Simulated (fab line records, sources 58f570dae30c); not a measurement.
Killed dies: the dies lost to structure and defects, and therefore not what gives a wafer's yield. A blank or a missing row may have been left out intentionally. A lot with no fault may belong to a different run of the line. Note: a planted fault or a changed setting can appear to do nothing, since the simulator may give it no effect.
Which tool is to blame? -- flow berkeley_cmos170 -- 14 lots with 41 wafers sampled at 3 steps, on a route of 331 steps

WHAT EACH GAUGE READ, for each wafer
UCB170_PLDD_TW_MEAS_11. Usual: PLDD_TW 1007, standard deviation 6.7.
lot,measured,on,PLDD_TW,flag
L463,day 7 16:29,film_metro-03,1010 1002 1001,
L469,day 8 05:04,film_metro-02,1012 1017 1013,
L466,day 8 05:20,film_metro-02,1015 1014 1011,
L468,day 8 05:37,film_metro-01,1001 1003 1005,
L465,day 8 05:43,film_metro-01,998 1004 1006,
L472,day 8 20:59,film_metro-02,1012 1013 1013,
L470,day 8 21:05,film_metro-02,1018 1012 1011,
L475,day 9 16:26,film_metro-01,1001 999 996,
L474,day 9 16:59,film_metro-01,997 993 1003,
L479,day 10 09:54,film_metro-03,900 898,OFF
L480,day 10 10:28,film_metro-02,907 906 911,OFF
L483,day 11 01:11,film_metro-03,1000 1007 1003,
L484,day 11 01:47,film_metro-02,1011 1008 1007,
L485,day 11 14:22,film_metro-03,1012 1008 1002,

UCB170_SDANNEAL_RS_MEAS_04: the measuring method here is four-point-probe. Usual: PLDD_RS 1032.7 ohm/sq, standard deviation 2.5.
lot,measured,on,PLDD_RS (ohm/sq),flag
L463,day 8 03:59,film_metro-03,1035.6 1031.1 1034.5,
L469,day 8 17:32,film_metro-02,1035.8 1030.9 1030.0,
L466,day 8 17:43,film_metro-03,1035.9 1033.0 1034.2,
L468,day 8 18:05,film_metro-02,1036.0 1034.6 1035.0,
L465,day 8 18:07,film_metro-01,1033.3 1032.4 1036.7,
L472,day 9 11:13,film_metro-02,1031.1 1031.3 1035.8,
L470,day 9 11:23,film_metro-01,1033.4 1034.3 1034.8,
L475,day 10 08:08,film_metro-03,1031.3 1030.2 1030.7,
L474,day 10 07:58,film_metro-02,1030.9 1034.1 1030.7,
L479,day 11 00:32,film_metro-01,1346.1 1354.1,OFF
L480,day 11 01:01,film_metro-02,1351.9 1354.9 1358.4,OFF
L483,day 11 17:36,film_metro-03,1032.0 1031.2 1032.0,
L484,day 11 16:56,film_metro-02,1031.7 1032.1 1032.1,
L485,day 12 07:14,film_metro-02,1028.4 1030.5 1031.7,

EACH LOT AND THE TOOL THAT RAN IT (in order: tool; ch and the chambers of the sampled wafers; start)
lot,UCB170_PLDD_IMPLANT_09
L463,"implanter-02 ch 0, day 7 16:14"
L469,"implanter-02 ch 0, day 8 04:49"
L466,"implanter-03 ch 0, day 8 05:05"
L468,"implanter-02 ch 0, day 8 05:22"
L465,"implanter-01 ch 0, day 8 05:28"
L472,"implanter-01 ch 0, day 8 20:46"
L470,"implanter-02 ch 0, day 8 20:51"
L475,"implanter-03 ch 0, day 9 16:11"
L474,"implanter-01 ch 0, day 9 16:46"
L479,"implanter-02 ch 0, day 10 09:39"
L480,"implanter-02 ch 0, day 10 10:14"
L483,"implanter-01 ch 0, day 11 00:56"
L484,"implanter-03 ch 0, day 11 01:32"
L485,"implanter-01 ch 0, day 11 14:08"
- UCB170_PLDD_IMPLANT_09

WHAT THE TOOLS THEMSELVES READ (means of the sampled wafers that have a number; where no wafer has one, the mark that the record gives instead)
UCB170_PLDD_IMPLANT_09. Usual: dose_ions_cm2 5e+13, standard deviation 5.1e+10; faraday_current_uA 158.1, standard deviation 3.
lot,tool,dose_ions_cm2,faraday_current_uA,flag
L463,implanter-02,5e+13,153.8,
L469,implanter-02,5e+13,162.4,
L466,implanter-03,5e+13,155.2,
L468,implanter-02,5e+13,156.8,
L465,implanter-01,5e+13,157.9,
L472,implanter-01,5e+13,160.4,
L470,implanter-02,5e+13,157.3,
L475,implanter-03,5e+13,156.8,
L474,implanter-01,5e+13,156.9,
L479,implanter-02,2e+13,65.7,OFF
L480,implanter-02,2e+13,67.3,OFF
L483,implanter-01,5e+13,161.0,
L484,implanter-03,5e+13,157.1,
L485,implanter-01,5e+13,157.8,

THE ANSWER, worked out from the rows above alone
Rule: a lot is off if the mean of its wafers that have a number lies more than 3 standard deviations from the usual mean. Also off: a lot with no number at a reading for which 4 or more lots have one. All remaining lots with rows at the step are treated as sound. After the gauges, taken in route order, come the tools' own readings; for these a lot's mean is taken, as printed above. The first step at which some lot is off is used, and at that step the reading that is off furthest; a lot without a number counts as furthest.
Off: L479, L480, seen at UCB170_PLDD_TW_MEAS_11 (PLDD_TW).
If a tool, at a process step before that reading, ran all the lots that are off and no sound lot after the first of them, it fits. Not tried: the gauges at UCB170_PLDD_TW_MEAS_11; whatever is off there is also off at UCB170_PLDD_IMPLANT_09, on other tools, and gauge error can't account for it. One fits: implanter-02 at UCB170_PLDD_IMPLANT_09. Its last sound lot is L470 (day 8 20:51), its first lot that is off L479 (day 10 09:39): a fault that began between those two fits.
The tool's own readings at UCB170_PLDD_IMPLANT_09 bear it out: on the lots that are off they differ by more than 5 times the standard deviation of the sound lots' means. dose_ions_cm2 reads 2e+13 there against 5e+13 on the sound lots; faraday_current_uA reads 66.5 there against 157.8 on the sound lots.

WHAT THE SIMULATOR HAD PUT IN
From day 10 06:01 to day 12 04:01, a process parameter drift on implanter-02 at UCB170_PLDD_IMPLANT_09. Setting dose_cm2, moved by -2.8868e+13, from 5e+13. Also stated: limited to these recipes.
Shown lots that were struck: L479, L480. The rule above reached the same finding.
